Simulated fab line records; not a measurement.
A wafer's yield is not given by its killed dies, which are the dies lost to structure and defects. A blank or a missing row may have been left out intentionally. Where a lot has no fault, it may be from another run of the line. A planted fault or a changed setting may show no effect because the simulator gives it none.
Which tool is to blame? ; flow berkeleyCmos170 ; 42 wafers from 14 lots sampled at 3 of the route's 331 steps

== WHAT THE GAUGES SHOWED, per wafer ==
UCB170_PWELL_TW_MEAS_17. Usual: PWELL_TW gives 381 (standard deviation 3.3).
lot;measured;on;PWELL_TW;flag
L974;day 3 03:47;filmMetro-02;380 379 378;
L976;day 3 11:39;filmMetro-01;379 380 379;
L975;day 3 11:51;filmMetro-01;382 381 381;
L977;day 3 17:52;filmMetro-02;379 381 379;
L979;day 4 05:31;filmMetro-01;380 377 377;
L980;day 4 14:07;filmMetro-02;379 381 380;
L981;day 4 14:24;filmMetro-04;383 384 387;
L982;day 4 22:10;filmMetro-02;380 379 380;
L984;day 5 09:40;filmMetro-01;383 385 383;
L987;day 5 22:56;filmMetro-04;386 384 385;
L986;day 5 22:56;filmMetro-02;377 378 376;
L992;day 6 20:02;filmMetro-04;386 383 386;
L994;day 7 03:32;filmMetro-02;335 332 333;OFF
L996;day 7 19:23;filmMetro-01;335 336 334;OFF

UCB170_NVT_TW_MEAS_09. Usual: NVT_TW gives 526 (standard deviation 5.1).
lot;measured;on;NVT_TW;flag
L974;day 5 13:22;filmMetro-01;528 529 526;
L976;day 6 09:21;filmMetro-04;527 529 527;
L975;day 6 09:18;filmMetro-01;527 523 525;
L977;day 6 09:35;filmMetro-03;522 524 521;
L979;day 7 02:09;filmMetro-01;526 526 524;
L980;day 7 01:59;filmMetro-04;535 534 534;
L981;day 7 02:16;filmMetro-03;520 523 524;
L982;day 7 08:27;filmMetro-04;532 535 534;
L984;day 7 18:01;filmMetro-01;525 522 525;
L987;day 8 14:10;filmMetro-04;532 534 532;
L986;day 8 13:54;filmMetro-03;518 521 520;
L992;day 9 07:05;filmMetro-03;521 520 523;
L994;day 9 17:36;filmMetro-03;522 519 522;
L996;day 10 11:34;filmMetro-04;533 533 535;

== WHAT TOOL EACH LOT RAN ON (gives the tool, then ch and the chambers of the sampled wafers, and finally the start) ==
lot;UCB170_PWELL_IMPLANT_15
L974;implanter-03 ch 0, day 3 03:32
L976;implanter-03 ch 0, day 3 11:25
L975;implanter-04 ch 0, day 3 11:36
L977;implanter-04 ch 0, day 3 17:37
L979;implanter-04 ch 0, day 4 05:17
L980;implanter-02 ch 0, day 4 13:52
L981;implanter-03 ch 0, day 4 14:09
L982;implanter-03 ch 0, day 4 21:56
L984;implanter-04 ch 0, day 5 09:25
L987;implanter-02 ch 0, day 5 22:41
L986;implanter-03 ch 0, day 5 22:41
L992;implanter-03 ch 0, day 6 19:49
L994;implanter-04 ch 0, day 7 03:17
L996;implanter-04 ch 0, day 7 19:10
- UCB170_PWELL_IMPLANT_15

== WHAT THE TOOLS THEMSELVES READ (means of the sampled wafers that have a number; where no wafer has one, the mark that the record gives instead) ==
UCB170_PWELL_IMPLANT_15. Usual: doseIonsCm2 4.999e+12, standard deviation 5.1e+09; endStationPressureTorr 5.02e-06 Torr, standard deviation 2.9e-07; faradayCurrentUA 15.8, standard deviation 0.32; tiltDeg 7.000 degrees, standard deviation 0.02.
lot;tool;doseIonsCm2;endStationPressureTorr (Torr);faradayCurrentUA;tiltDeg (degrees);flag
L974;implanter-03;5.001e+12;5.04e-06;15.6;7.014;
L976;implanter-03;4.992e+12;5.00e-06;16.2;6.983;
L975;implanter-04;5.002e+12;5.06e-06;15.7;7.000;
L977;implanter-04;4.992e+12;5.24e-06;16.4;7.007;
L979;implanter-04;4.997e+12;4.94e-06;15.9;7.005;
L980;implanter-02;5.000e+12;5.01e-06;15.9;6.971;
L981;implanter-03;4.999e+12;5.26e-06;15.5;6.993;
L982;implanter-03;5.006e+12;5.23e-06;15.8;6.998;
L984;implanter-04;4.999e+12;5.24e-06;15.8;6.991;
L987;implanter-02;4.995e+12;5.04e-06;16.0;7.028;
L986;implanter-03;5.004e+12;4.89e-06;16.0;7.023;
L992;implanter-03;4.995e+12;4.80e-06;15.8;7.023;
L994;implanter-04;3.348e+12;5.05e-06;10.5;6.992;OFF
L996;implanter-04;3.348e+12;5.01e-06;10.6;6.998;OFF

== THE ANSWER, worked out from the rows above alone ==
Rule: take the mean of a lot's wafers that have a number; if it is more than 3 standard deviations from the usual mean, the lot is off. A lot without any number at a reading at which 4 lots or more have one is off too. All remaining lots with rows at the step are treated as sound. The gauges are gone through in route order, then the tools' own readings, and for those a lot's mean is taken as printed above. At the first step where some lot is off, the reading lying furthest off is the one used; lots without a number count as furthest.
Off: at UCB170_PWELL_TW_MEAS_17 (PWELL_TW), L994, L996.
A tool fits if, at a process step before that reading, it ran every lot that is off, and no sound lot after the first of them. The gauges at UCB170_PWELL_TW_MEAS_17 aren't tried: what is off there is off at UCB170_PWELL_IMPLANT_15 too, on other tools, and a gauge's error can't cause that. One candidate fits, namely implanter-04 at UCB170_PWELL_IMPLANT_15. Its last sound lot is L984 (day 5 09:25), its first lot that is off L994 (day 7 03:17): a fault that began between those two fits.
The tool's own readings at UCB170_PWELL_IMPLANT_15 bear it out: on the lots that are off they differ by more than 5 times the standard deviation of the sound lots' means. doseIonsCm2 reads 3.348e+12 there against 4.998e+12 on the sound lots; faradayCurrentUA reads 10.6 there against 15.9 on the sound lots.

== WHAT THE SIMULATOR PUT IN ==
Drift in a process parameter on implanter-04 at UCB170_PWELL_IMPLANT_15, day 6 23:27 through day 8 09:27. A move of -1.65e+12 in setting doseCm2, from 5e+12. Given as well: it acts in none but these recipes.
Struck lots among those shown: L994, L996. This agrees with what the rule above found.
